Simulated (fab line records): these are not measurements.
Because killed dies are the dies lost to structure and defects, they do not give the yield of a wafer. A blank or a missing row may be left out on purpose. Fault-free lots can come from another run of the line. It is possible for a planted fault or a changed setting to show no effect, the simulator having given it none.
Which of the tools did it? -- flow berkeleyCmos170 -- 14 lots with 42 wafers sampled at 5 steps, on a route of 331 steps

WHAT EACH GAUGE READ, for each wafer
UCB170_START_THK_MEAS_03. Usual: START_OXIDE_THK 21.2 nm, standard deviation 0.45.
lot,measured,on,START_OXIDE_THK (nm),flag
L114,day 1 19:53,filmMetro-01,21.6 21.6 21.6,
L118,day 2 10:08,filmMetro-02,21.1 21.2 21.4,
L119,day 2 14:25,filmMetro-01,20.9 20.7 21.1,
L120,day 2 21:27,filmMetro-02,20.9 21.1 20.8,
L121,day 3 02:17,filmMetro-02,21.5 21.6 21.2,
L123,day 3 10:29,filmMetro-02,21.4 21.3 21.9,
L124,day 3 17:55,filmMetro-01,21.1 21.6 21.6,
L129,day 4 18:45,filmMetro-01,21.4 21.1 20.9,
L130,day 4 22:02,filmMetro-01,21.2 21.0 20.9,
L131,day 5 03:28,filmMetro-04,20.2 20.5 20.6,
L132,day 5 07:55,filmMetro-01,27.3 27.5 27.3,OFF
L133,day 5 12:35,filmMetro-01,26.9 26.6 26.8,OFF
L136,day 6 05:28,filmMetro-02,20.4 20.7 20.5,
L137,day 6 11:08,filmMetro-02,21.0 21.1 21.3,

UCB170_NWELL_TW_MEAS_16. Usual: NWELL_TW 1245, standard deviation 5.7.
lot,measured,on,NWELL_TW,flag
L114,day 2 12:35,filmMetro-01,1245 1247 1246,
L118,day 3 01:56,filmMetro-01,1253 1242 1242,
L119,day 3 10:56,filmMetro-02,1251 1248 1248,
L120,day 3 14:07,filmMetro-01,1243 1246 1240,
L121,day 3 21:23,filmMetro-02,1251 1244 1249,
L123,day 4 10:45,filmMetro-03,1248 1245 1251,
L124,day 4 15:03,filmMetro-03,1251 1235 1252,
L129,day 5 11:47,filmMetro-01,1233 1238 1238,
L130,day 5 11:32,filmMetro-02,1244 1246 1252,
L131,day 5 19:31,filmMetro-03,1244 1251 1254,
L132,day 6 00:40,filmMetro-02,1248 1253 1244,
L133,day 6 01:04,filmMetro-02,1242 1246 1244,
L136,day 6 21:58,filmMetro-01,1231 1237 1239,
L137,day 7 03:52,filmMetro-03,1239 1233 1239,

UCB170_PWELL_THK_MEAS_06. Usual: PWELL_NITRIDE_THK 218.5 nm, standard deviation 2.2.
lot,measured,on,PWELL_NITRIDE_THK (nm),flag
L114,day 3 07:07,filmMetro-03,223.2 221.3 221.4,
L118,day 3 16:59,filmMetro-02,220.2 221.2 221.0,
L119,day 4 04:55,filmMetro-03,215.7 215.4 214.2,
L120,day 4 04:56,filmMetro-02,216.4 216.3 214.6,
L121,day 4 16:31,filmMetro-04,222.6 221.0 220.5,
L123,day 5 02:32,filmMetro-03,216.9 217.5 218.1,
L124,day 5 06:11,filmMetro-02,220.3 218.4 219.3,
L129,day 6 08:37,filmMetro-04,216.8 219.1 216.8,
L130,day 6 08:38,filmMetro-02,219.3 220.8 219.8,
L131,day 6 13:16,filmMetro-03,217.2 216.7 215.1,
L132,day 6 15:00,filmMetro-04,217.5 218.5 216.8,
L133,day 6 15:01,filmMetro-03,221.1 221.0 220.5,
L136,day 7 11:56,filmMetro-03,215.9 215.6 216.0,
L137,day 7 17:56,filmMetro-03,220.7 219.0 220.5,

EACH LOT AND THE TOOL THAT RAN IT (in order: tool; ch and the chambers of the sampled wafers; start)
lot,UCB170_START_OXIDATION_02,UCB170_NWELL_STRIP_15
L114,"furnace-01 ch 0, day 1 18:23","plasmaAsher-02 ch 0,1, day 2 12:29"
L118,"furnace-02 ch 0, day 2 08:38","plasmaAsher-03 ch 0,1, day 3 01:50"
L119,"furnace-01 ch 0, day 2 12:55","plasmaAsher-01 ch 0,1, day 3 10:49"
L120,"furnace-01 ch 0, day 2 19:56","plasmaAsher-01 ch 0,1, day 3 14:02"
L121,"furnace-02 ch 0, day 3 00:47","plasmaAsher-01 ch 0,1, day 3 21:17"
L123,"furnace-02 ch 0, day 3 08:59","plasmaAsher-02 ch 0,1, day 4 10:39"
L124,"furnace-01 ch 0, day 3 16:24","plasmaAsher-01 ch 0,1, day 4 14:56"
L129,"furnace-04 ch 0, day 4 17:15","plasmaAsher-01 ch 0,1, day 5 11:41"
L130,"furnace-01 ch 0, day 4 20:31","plasmaAsher-03 ch 0,1, day 5 11:26"
L131,"furnace-01 ch 0, day 5 01:58","plasmaAsher-02 ch 0,1, day 5 19:25"
L132,"furnace-02 ch 0, day 5 06:25","plasmaAsher-02 ch 0,1, day 6 00:34"
L133,"furnace-02 ch 0, day 5 11:04","plasmaAsher-03 ch 0,1, day 6 00:58"
L136,"furnace-01 ch 0, day 6 03:57","plasmaAsher-03 ch 0,1, day 6 21:52"
L137,"furnace-01 ch 0, day 6 09:38","plasmaAsher-01 ch 0,1, day 7 03:46"
- UCB170_START_OXIDATION_02: target thk 20 nm, ox time 1800 s.
- UCB170_NWELL_STRIP_15: strips in O2.

WHAT THE TOOLS THEMSELVES READ (means of the sampled wafers that have a number; where no wafer has one, the mark that the record gives instead)
UCB170_START_OXIDATION_02. Usual: spikeTcLoadC at 980.8 C, with a standard deviation of 2.1.
lot,tool,spikeTcLoadC (C),flag
L114,furnace-01,981.5,
L118,furnace-02,977.6,
L119,furnace-01,981.5,
L120,furnace-01,982.8,
L121,furnace-02,977.9,
L123,furnace-02,978.6,
L124,furnace-01,981.9,
L129,furnace-04,982.0,
L130,furnace-01,982.8,
L131,furnace-01,981.6,
L132,furnace-02,978.1,
L133,furnace-02,977.9,
L136,furnace-01,981.1,
L137,furnace-01,981.9,

UCB170_NWELL_STRIP_15. Usual: chamberPressureMTorr 3500 mTorr, standard deviation 3.2; drypumpMotorCurrentA 5.6 A, standard deviation 0.42; oesProductAu 0.721 a.u., standard deviation 0.0049; stripTimeToEndpointS 18.01 s, standard deviation 0.12.
lot,tool,chamberPressureMTorr (mTorr),drypumpMotorCurrentA (A),oesProductAu (a.u.),stripTimeToEndpointS (s),flag
L114,plasmaAsher-02,3500,5.7,0.721,18.10,
L118,plasmaAsher-03,3500,5.1,0.719,18.17,
L119,plasmaAsher-01,3497,6.0,0.720,17.97,
L120,plasmaAsher-01,3498,6.1,0.718,17.76,
L121,plasmaAsher-01,3501,5.8,0.716,18.12,
L123,plasmaAsher-02,3501,5.7,0.719,18.06,
L124,plasmaAsher-01,3502,5.8,0.721,18.14,
L129,plasmaAsher-01,3496,5.8,0.724,17.90,
L130,plasmaAsher-03,3502,5.4,0.720,17.92,
L131,plasmaAsher-02,3498,5.6,0.719,18.00,
L132,plasmaAsher-02,3503,5.6,0.721,17.92,
L133,plasmaAsher-03,3500,5.1,0.722,18.01,
L136,plasmaAsher-03,3499,5.2,0.720,18.04,
L137,plasmaAsher-01,3501,5.8,0.723,18.01,

THE ANSWER, worked out from the rows above alone
Rule: take the mean of a lot's wafers that have a number; if it is more than 3 standard deviations from the usual mean, the lot is off. A lot without any number at a reading at which 4 lots or more have one is off too. All remaining lots with rows at the step are treated as sound. The gauges are gone through in route order, then the tools' own readings, and for those a lot's mean is taken as printed above. At the first step where some lot is off, the reading lying furthest off is the one used; lots without a number count as furthest.
Off: L132, L133, at UCB170_START_THK_MEAS_03 (START_OXIDE_THK).
A tool fits if, at a process step before that reading, it ran every lot that is off, and no sound lot after the first of them. The gauges at UCB170_START_THK_MEAS_03 are tried like those tools. 2 tools fit, furnace-02 at UCB170_START_OXIDATION_02 and filmMetro-01 at UCB170_START_THK_MEAS_03, so this cannot tell which one it is.

WHAT HAD BEEN PUT IN BY THE SIMULATOR
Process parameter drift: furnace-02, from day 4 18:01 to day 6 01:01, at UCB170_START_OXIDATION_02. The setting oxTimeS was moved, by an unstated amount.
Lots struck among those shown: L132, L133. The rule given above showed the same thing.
